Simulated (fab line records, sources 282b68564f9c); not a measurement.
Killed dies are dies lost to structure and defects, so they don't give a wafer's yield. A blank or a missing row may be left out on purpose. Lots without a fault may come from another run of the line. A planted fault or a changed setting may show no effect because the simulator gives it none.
fab line records | flow rit_cmos
record lots=7 wafers=21 last_day=7
route steps=202 shown ACTIVE@10 FOX1@20
lots that met no fault: from a run of the same line without faults
start_h: hours from the record's first day to the start of the lot's first wafer shown | wait_h: hours since the lot's step before | " the same as in the row above | L1.1+2: a row that stands for several wafers | - no value, or no start given | * or withheld: withheld | < > ~ a bound
route shown NAME@n: a module of which the file shows steps, and the number in the route of the first | usual: mean/standard deviation of fault-free wafers | same: alike in all rows | chamber/n: place in a boat | sites: the reading at each site | _std_site: their standard deviation | _edge_site: outer sites' mean less inner sites' | radius_mm: how far each site lies from the wafer's centre | mask NAME#n: copy n | behind: the tool/chamber that last shaped the wafer | hold: why the lot was held/for how many hours/how that ended | device: the transistor (n, p or np) that didn't switch | end of line: the same wafers' tests at the end of the route | a step without rows: its recipe alone | killed: dies lost to structure and defects at the first sort, not the wafer's yield | map: a wafer's dies, x killed, . not, _ none there
set.NAME: the setting as run; set.NAME@STEP: as run at that earlier step | model.NAME: the simulator's own value behind a step, which no gauge read
lots at some steps of the route; a table a step, a row a wafer
services: from which hour (start_h, from the record's first day; less than 0 if before it) a tool's chamber was out of use, for how many hours, and why
## steps
# step RIT_ACTIVE_PEB_09
# recipe resist=NOVOLAK temp_c=withheld time_s=withheld
# step RIT_ACTIVE_DEVELOP_10
# recipe resist=NOVOLAK develop_time_s=50 dev_temp_c=23
# step RIT_ACTIVE_CD_MEAS_11
# recipe target_cd_nm=1400
# usual cd_nm=1399.2/2.4
# columns lot.wafer tool chamber start_h wait_h cd_nm
L506.2 cd_sem-02 - 24.46 - 1400.6
L506.3 " - " " 1402.9
L506.5 " - " " 1401.4
L514.2 cd_sem-01 - 64.68 - 1400.3
L514.3 " - " " 1400.2
L514.5 " - " " 1399.0
L515.1 cd_sem-01 - 69.56 - 1398.7
L515.3 " - " " 1400.0
L515.5 " - " " 1398.2
L516.2 cd_sem-01 - 75.77 - 1397.2
L516.3 " - " " 1398.9
L516.6 " - " " 1397.7
L517.1 cd_sem-01 - 82.02 - 1400.5
L517.2 " - " " 1400.7
L517.3 " - " " 1399.3
L518.1 cd_sem-01 - 84.58 - 1396.8
L518.4 " - " " 1398.0
L518.5 " - " " 1399.6
L525.3 cd_sem-01 - 119.60 - 1397.7
L525.4 " - " " 1396.5
L525.6 " - " " 1396.4
# step RIT_ACTIVE_HARDBAKE_12
# recipe resist=NOVOLAK temp_c=140 time_s=60
# step RIT_ACTIVE_ETCH_13
# recipe stop_on=SiO2 chemistry=SF6 target=Si3N4 time_s=210 over_etch_frac=0.4 SF6_flow_sccm=200 pressure_mtorr=260 rf_w=125 target_depth_a=2100
# usual SF6_flow_sccm=200.0/0.55 chamber_pressure_mTorr=259.99/0.24 drypump_motor_current_A=5.6/0.49 oes_product_au=0.825/0.014 throttle_valve_pct=7.44/0.1
# columns lot.wafer tool chamber start_h wait_h SF6_flow_sccm chamber_pressure_mTorr drypump_motor_current_A oes_product_au rf_hours_counter_h throttle_valve_pct
L506.2 rie_diel-04 2 24.71 0.1 200.4 259.79 5.0 0.814 26 7.48
L506.3 " 1 " " 200.1 260.16 5.4 0.848 32 7.53
L506.5 " 2 " " 200.2 259.73 5.0 0.822 - 7.48
L514.2 rie_diel-04 2 64.93 0.1 200.7 259.95 5.0 0.817 26 7.48
L514.3 " 1 " " 200.4 259.96 5.4 0.842 32 7.52
L514.5 " 1 " " 199.5 259.85 5.5 0.847 - 7.53
L515.1 rie_diel-01 3 69.83 0.1 199.0 260.30 6.1 0.845 148 7.48
L515.3 " 1 " " 200.7 259.87 6.0 0.838 142 7.27
L515.5 " 1 " " 201.2 260.17 6.0 0.847 - 7.27
L516.2 rie_diel-02 0 76.02 0.1 199.9 259.87 4.9 0.797 4 7.46
L516.3 " 2 " " 200.0 260.14 6.0 0.841 129 7.63
L516.6 " 2 " " 200.0 259.64 6.0 0.826 - 7.63
L517.1 rie_diel-02 0 82.56 0.1 199.6 260.03 4.9 0.800 4 7.48
L517.2 " 3 " " 200.6 259.80 4.9 0.818 4 7.42
L517.3 " 2 " " 198.9 259.52 6.0 0.828 129 7.63
L518.1 rie_diel-01 3 84.85 0.1 200.4 259.10 6.1 0.845 148 7.48
L518.4 " 0 " " 200.0 260.22 5.7 0.824 6 7.40
L518.5 " 1 " " 200.1 259.92 6.0 0.838 - 7.29
L525.3 rie_diel-04 0 119.83 0.1 201.6 259.91 5.9 0.811 4 7.39
L525.4 " 2 " " 200.1 259.99 5.0 0.827 - 7.48
L525.6 " 0 " " 200.4 260.12 5.9 0.822 - 7.39
# step RIT_ACTIVE_STRIP_14
# recipe chemistry=O2 time_s=180 resist=NOVOLAK platen_temp_c=withheld power_w=500 pressure_mtorr=4000 o2_flow_sccm=4000
# usual chamber_pressure_mTorr=4000/3.5 drypump_motor_current_A=5.8/0.32 o2_flow_sccm=4001/12
# columns lot.wafer tool chamber start_h wait_h chamber_pressure_mTorr drypump_motor_current_A o2_flow_sccm rf_hours_counter_h
L506.2 plasma_asher-01 0 24.84 0.1 3995 5.6 3985 40
L506.3 " 0 " " 3999 5.6 4002 -
L506.5 " 1 " " 4007 6.3 4003 -
L514.2 plasma_asher-03 0 65.06 0.1 3997 6.1 3998 36
L514.3 " 1 " " 4003 5.4 4004 -
L514.5 " 1 " " 4002 5.4 3987 -
L515.1 plasma_asher-03 0 69.97 0.1 3999 6.0 4011 37
L515.3 " 1 " " 3997 5.4 4010 -
L515.5 " 0 " " 3997 6.1 3998 -
L516.2 plasma_asher-04 1 76.15 0.1 3999 5.8 4001 43
L516.3 " 1 " " 3998 5.7 3993 -
L516.6 " 1 " " 3995 5.8 4018 -
L517.1 plasma_asher-01 1 82.69 0.1 4002 6.3 3983 46
L517.2 " 0 " " 4001 5.6 3985 46
L517.3 " 1 " " 3996 6.3 3991 -
L518.1 plasma_asher-04 0 84.99 0.1 4001 5.5 4018 44
L518.4 " 0 " " 4002 5.5 3998 -
L518.5 " 1 " " 3996 5.8 3990 -
L525.3 plasma_asher-03 1 120.03 0.1 3999 5.4 4006 -
L525.4 " 0 " " 4005 6.1 4003 -
L525.6 " 0 " " 4004 6.1 3994 -
# step RIT_ACTIVE_CD_MEAS_90
# recipe target_cd_nm=1400
# usual cd_nm=1399.2/2.4
# columns lot.wafer tool chamber start_h wait_h cd_nm
L506.2 cd_sem-02 - 25.04 0.1 1400.5
L506.3 " - " " 1403.0
L506.5 " - " " 1401.2
L514.2 cd_sem-01 - 65.26 0.1 1400.2
L514.3 " - " " 1400.0
L514.5 " - " " 1398.9
L515.1 cd_sem-01 - 70.14 0.1 1398.5
L515.3 " - " " 1399.9
L515.5 " - " " 1398.6
L516.2 cd_sem-01 - 76.35 0.1 1396.7
L516.3 " - " " 1398.8
L516.6 " - " " 1397.5
L517.1 cd_sem-01 - 82.87 0.1 1400.5
L517.2 " - " " 1400.6
L517.3 " - " " 1399.1
L518.1 cd_sem-01 - 85.16 0.1 1396.6
L518.4 " - " " 1398.6
L518.5 " - " " 1399.8
L525.3 cd_sem-01 - 120.18 0.1 1397.4
L525.4 " - " " 1396.9
L525.6 " - " " 1396.9
# step RIT_ACTIVE_CLEAN_15
# recipe chemistry=SC1 mix=3:3:50 time_s=600 temp_c=75
# step RIT_ACTIVE_CLEAN_16
# recipe chemistry=dHF dilution=50:1 time_s=30
# step RIT_ACTIVE_CLEAN_17
# recipe chemistry=SC2 mix=3:3:50 time_s=600 temp_c=75 dry=n2_spin
# step RIT_FOX1_OXIDATION_00
# recipe temp_c=1100 ambient=H2O target_thk_a=3507 p_h2o_torr=720 ox_time_s=1130
# step RIT_FOX1_THK_MEAS_01
# recipe reads=SiO2_of_FOX1_OXIDATION_00
# usual FOX1_OXIDE_THK=351/5.4
# columns lot.wafer tool chamber start_h wait_h FOX1_OXIDE_THK[nm]
L506.2 film_metro-03 - 26.85 0.0 345
L506.3 " - " " 343
L506.5 " - " " 350
L514.2 film_metro-03 - 67.05 0.0 360
L514.3 " - " " 362
L514.5 " - " " 356
L515.1 film_metro-03 - 71.94 0.0 348
L515.3 " - " " 346
L515.5 " - " " 345
L516.2 film_metro-04 - 78.14 0.0 353
L516.3 " - " " 354
L516.6 " - " " 356
L517.1 film_metro-01 - 84.67 0.0 350
L517.2 " - " " 347
L517.3 " - " " 353
L518.1 film_metro-04 - 88.01 0.0 347
L518.4 " - " " 352
L518.5 " - " " 352
L525.3 film_metro-03 - 122.00 0.0 354
L525.4 " - " " 358
L525.6 " - " " 356
# step RIT_FOX1_WET_ETCH_02
# recipe chemistry=BOE target_depth_nm=350 time_s=390 temp_c=21.5 dry=n2_spin dilution=10:1 target=SiO2
# usual bath_heat_duty_pct=1.7/0.34 run_length_s=416.8/2.9
# columns lot.wafer tool chamber start_h wait_h bath_heat_duty_pct run_length_s model.SiO2_of_FOX1_OXIDATION_00.thk_nm model.Si3N4_of_ACTIVE_CVD_03.thk_nm
L506.2 wet_bench-01 3 26.90 0.0 1.5 421.9 0 137.1
L506.3 " 3 " " 1.8 421.9 0 137.5
L506.5 " 3 " " 2.2 421.9 0 138.3
L514.2 wet_bench-01 3 67.10 0.0 - - 359.8 142.6
L514.3 " 3 " " - - 361.9 143.9
L514.5 " 3 " " - - 356.2 143.2
L515.1 wet_bench-01 2 72.00 0.1 - - 348.3 143.8
L515.3 " 2 " " - - 346.2 142.8
L515.5 " 2 " " - - 345.5 144
L516.2 wet_bench-02 3 78.19 0.0 - - 353 142.8
L516.3 " 3 " " - - 354.1 142.9
L516.6 " 3 " " - - 355.6 141.4
L517.1 wet_bench-02 3 84.73 0.1 1.5 416.9 0 137.9
L517.2 " 3 " " 2.0 416.9 0 138.2
L517.3 " 3 " " 1.3 416.9 0 137.4
L518.1 wet_bench-02 1 88.07 0.1 1.7 414.8 0 139.7
L518.4 " 1 " " 1.2 414.8 0 139.6
L518.5 " 1 " " 2.0 414.8 0 139.3
L525.3 wet_bench-02 2 122.04 0.0 2.3 423.3 0 139.1
L525.4 " 2 " " 1.8 423.3 0 139.8
L525.6 " 2 " " 1.1 423.3 0 138.9
## services
# columns tool chamber start_h hours kind
plasma_asher-04 - 3.17 1.4 repair
rie_diel-02 2 8.24 8.3 repair
wet_bench-02 - 49.65 4.4 pm
rie_diel-01 2 55.12 5.9 repair
rie_diel-02 1 62.13 7.9 repair
rie_diel-02 1 70.61 - clean
rie_diel-02 1 70.61 32.2 scheduled_down
rie_diel-02 1 70.61 32.2 vent_cycle
rie_diel-04 3 72.09 5.3 repair
rie_diel-04 2 77.27 13.9 repair
rie_diel-02 2 84.52 5.5 repair
plasma_asher-03 - 108.75 9.0 pm
plasma_asher-03 0 108.75 9.0 vent_cycle
plasma_asher-03 1 108.75 9.0 vent_cycle
rie_diel-04 3 115.19 26.2 repair
plasma_asher-03 0 117.75 - clean
plasma_asher-03 1 117.75 - clean
## key
first_sign step=RIT_FOX1_WET_ETCH_02 reading=tool_record direction=missing
effect none on later readings
model_effect step=RIT_FOX1_WET_ETCH_02 value=SiO2_of_FOX1_OXIDATION_00.thk_nm without=0 struck=353.4
met_at RIT_FOX1_WET_ETCH_02
struck_wafers L514.2,L514.3,L514.5,L515.1,L515.3,L515.5,L516.2,L516.3,L516.6
later_rows_left_out L514.2,L514.3,L514.5,L515.1,L515.3,L515.5,L516.2,L516.3,L516.6
sort_left_out L514.2,L514.3,L514.5,L515.1,L515.3,L515.5,L516.2,L516.3,L516.6
tester_left_out L514,L515,L516
onset_between 26.90 67.10
fault kind=skipped_step_whole tool=wet_bench-01,wet_bench-02 chamber=- onset_h=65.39 steps=RIT_FOX1_WET_ETCH_02 scope=struck_lots_only
# tester_left_out: of these lots the tester's yield and bins aren't shown, on N5 and GAA mostly nor the transistor test; their killed dies are dies lost to structure and defects alone, not to doping, threshold or leakage, so they don't give the yield
# sort_left_out: the simulated sort isn't trusted on such a fault, so these wafers' sort isn't shown, and their yield isn't known
# later_rows_left_out: the simulator's readings of these wafers behind a module that went badly wrong aren't trusted and aren't shown, but for the sort
